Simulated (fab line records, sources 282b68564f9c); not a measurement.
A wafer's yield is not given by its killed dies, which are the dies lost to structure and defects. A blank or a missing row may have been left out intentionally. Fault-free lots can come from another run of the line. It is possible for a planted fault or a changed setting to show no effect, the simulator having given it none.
A struck lot beside a sound one	flow ritCmos	44 out of 202 route steps
Sound: the wafers L191.1, L191.4, L191.6. Wafers struck: L202.2, L202.4, L202.5. Last of all comes the cause.
Order at every step that has rows: each side's tool, ch and its chambers, its first start. Under that, the readings that differ: sound wafers	struck wafers	difference of the means	sigmas: that difference in standard deviations of wafers without a fault.
alike: readings with means less than 2 such deviations apart, plus words and numbers identical on both sides. not compared: withheld readings, readings lacking a value on some wafer, bounds such as >300 that could conceal the same value, and numbers that have no deviation in the record and whose values overlap.
Wherever a step has rows on one side only, a row that says differs or no value, or a row with sigmas, the two part there. Numbers that have no deviation but don't overlap get no sigmas and don't part them. A reading that every wafer of one side lacks parts them only if that side has two wafers or more.

first, 2 steps without rows for these wafers: RIT_PLDD_PEB_04; RIT_PLDD_DEVELOP_05 (develop time 50 s).
RIT_PLDD_OVL_MEAS_06:
  struck on overlay-02, day 6 04:38; sound on overlay-02, day 3 19:28
reading	sound	struck	difference	sigmas
PLDD_OVL (nm)	2.5 2.2 3.1	-1.8 0.3 -2.1	-3.8	-3
then, 2 steps without rows for these wafers: RIT_PLDD_HARDBAKE_07 (time 60 s); RIT_PLDD_IMPLANT_08.
RIT_PLDD_STRIP_09: strips in O2, time 180 s.
  sound on plasmaAsher-02 ch 1, day 3 19:48; struck on plasmaAsher-04 ch 0,1, day 6 05:19
reading	sound	struck	difference	sigmas
drypumpMotorCurrentA (A)	6.4 6.4 6.4	4.9 5.5 4.9	-1.3	-2
  not compared: rfHoursCounterH
RIT_PLDD_TW_MEAS_10:
  struck on filmMetro-02, day 6 05:31; sound on filmMetro-01, day 3 19:58
  alike: PLDD_TW
then, 4 steps without rows for these wafers: RIT_SPACER_CLEAN_00 (cleans in SC1, time 600 s); RIT_SPACER_CLEAN_01 (cleans in dHF, time 30 s); RIT_SPACER_CLEAN_02 (cleans in SC2, time 600 s); RIT_SPACER_CVD_03 (deposits Si3N4 from SiH2Cl2/NH3, target thk 250 nm, time 3300 s).
RIT_SPACER_THK_MEAS_04:
  struck on filmMetro-02, day 6 08:13; sound on filmMetro-04, day 3 22:19
reading	sound	struck	difference	sigmas
SPACER_NITRIDE_THK (nm)	250.7 250.0 249.7	257.5 258.9 254.9	+7.0	+2
RIT_SPACER_ETCHBACK_05: etches Si3N4 in SF6/CHF3, stops on SiO2, target depth 250 nm, time 240 s.
  sound on rieDiel-01 ch 0,2,3, day 3 22:23; struck on rieDiel-03 ch 0,1, day 6 08:16
reading	sound	struck	difference	sigmas
oesProductAu (a.u.)	0.836 0.839 0.841	0.679 0.671 0.671	-0.165	-14
runLengthS (s)	267.8 268.4 268.5	364.7 364.6 364.4	+96.3	+99 or more
model.poly-Si_of_GATE_CVD_08.thkNm (nm)	170.3 171.1 170.3	143.8 143.5 142.3	-27.4	
model.Si3N4_of_SPACER_CVD_03.thkNm (nm)	197.2 197.7 196.9	181.1 182.6 179.7	-16.1	
model.SiO2_of_FOX2_OXIDATION_00.thkNm (nm)	173.1 179.1 177	159.9 165.7 162.3	-13.8	
  alike: CHF3_flow_sccm, drypumpMotorCurrentA, throttleValvePct
  not compared: rfHoursCounterH
then, 6 steps without rows for these wafers: RIT_NSD_HMDS_00 (prime time 60 s); RIT_NSD_COAT_01 (resist thk 1000 nm); RIT_NSD_SOFTBAKE_02 (time 60 s); RIT_NSD_EXPOSE_03 (exposes mask M9, target cd 40700 nm); RIT_NSD_PEB_04; RIT_NSD_DEVELOP_05 (develop time 50 s).
RIT_NSD_OVL_MEAS_06:
  struck on overlay-01, day 6 09:40; sound on overlay-02, day 3 23:23
reading	sound	struck	difference	sigmas
NSD_OVL (nm)	-0.8 -1.7 -2.5	1.0 1.4 1.0	+2.8	+2
then, 2 steps without rows for these wafers: RIT_NSD_HARDBAKE_07 (time 60 s); RIT_NSD_IMPLANT_08.
RIT_NSD_STRIP_09: strips in O2, time 180 s.
  sound on plasmaAsher-03 ch 0,1, day 3 23:43; struck on plasmaAsher-02 ch 0,1, day 6 10:00
  alike: drypumpMotorCurrentA
  not compared: rfHoursCounterH
RIT_NSD_TW_MEAS_10:
  struck on filmMetro-03, day 6 10:11; sound on filmMetro-02, day 3 23:53
  alike: NSD_TW
then, 6 steps without rows for these wafers: RIT_PSD_HMDS_00 (prime time 60 s); RIT_PSD_COAT_01 (resist thk 1000 nm); RIT_PSD_SOFTBAKE_02 (time 60 s); RIT_PSD_EXPOSE_03 (exposes mask M10, target cd 40900 nm); RIT_PSD_PEB_04; RIT_PSD_DEVELOP_05 (develop time 50 s).
RIT_PSD_OVL_MEAS_06:
  struck on overlay-01, day 6 11:11; sound on overlay-01, day 4 00:55
  alike: PSD_OVL
then, 2 steps without rows for these wafers: RIT_PSD_HARDBAKE_07 (time 60 s); RIT_PSD_IMPLANT_08.
RIT_PSD_STRIP_09: strips in O2, time 180 s.
  sound on plasmaAsher-04 ch 0,1, day 4 01:16; struck on plasmaAsher-04 ch 0,1, day 6 11:33
  alike: drypumpMotorCurrentA
  not compared: rfHoursCounterH
RIT_PSD_TW_MEAS_10:
  struck on filmMetro-01, day 6 11:44; sound on filmMetro-03, day 4 01:26
reading	sound	struck	difference	sigmas
PSD_TW	3494 3477 3478	3397 3390 3411	-84	-3
then, 2 steps without rows for these wafers: RIT_SDANNEAL_CLEAN_00 (cleans in SC1, time 600 s); RIT_SDANNEAL_CLEAN_01 (cleans in dHF, time 30 s).
RIT_SDANNEAL_CLEAN_02: cleans in SC2, time 600 s.
  sound on wetBench-01 ch 1, day 4 01:41; struck on wetBench-01 ch 1, day 6 11:59
reading	sound	struck	difference	sigmas
model.poly-Si_of_GATE_CVD_08.thkNm (nm)	165.9 166.7 165.9	139.5 139.2 138	-27.3	
RIT_SDANNEAL_RTA_03: time 5 s.
  sound on rtpAnneal-01 ch 0, day 4 01:52; struck on rtpAnneal-01 ch 0, day 6 12:12
  alike: wafer_temp_C_max
RIT_SDANNEAL_RS_MEAS_04: measures by four-point-probe.
  struck on filmMetro-01, day 6 12:19; sound on filmMetro-02, day 4 01:55
  alike: PSD_RS
RIT_SDANNEAL_RS_MEAS_05: measures by four-point-probe.
  struck on filmMetro-01, day 6 12:26; sound on filmMetro-02, day 4 02:02
reading	sound	struck	difference	sigmas
NSD_RS (ohm/sq)	84.9 85.0 85.0	84.3 84.1 84.3	-0.7	-2
RIT_SDANNEAL_RS_MEAS_06: measures by four-point-probe.
  struck on filmMetro-01, day 6 12:34; sound on filmMetro-02, day 4 02:10
  alike: PLDD_RS
RIT_SILICIDE_WET_ETCH_00: etches SiO2 in BOE, target depth 14 nm, time 15 s.
  sound on wetBench-03 ch 2, day 4 02:24; struck on wetBench-03 ch 1, day 6 12:47
reading	sound	struck	difference	sigmas
model.Si3N4_of_SPACER_CVD_03.thkNm (nm)	196 196.5 195.7	180 181.4 178.5	-16	
model.SiO2_of_FOX2_OXIDATION_00.thkNm (nm)	144.3 150.3 148.2	131.3 137.1 133.6	-13.6	
RIT_M1_PROBE_99:
  rows exist in the record for the sound wafers here (prober-02, day 4 09:20), none for the struck ones

WHERE THEY PART
Last at RIT_M1_PROBE_99 as far as this record goes, first at RIT_PLDD_OVL_MEAS_06.

WHY: what had been put in by the simulator
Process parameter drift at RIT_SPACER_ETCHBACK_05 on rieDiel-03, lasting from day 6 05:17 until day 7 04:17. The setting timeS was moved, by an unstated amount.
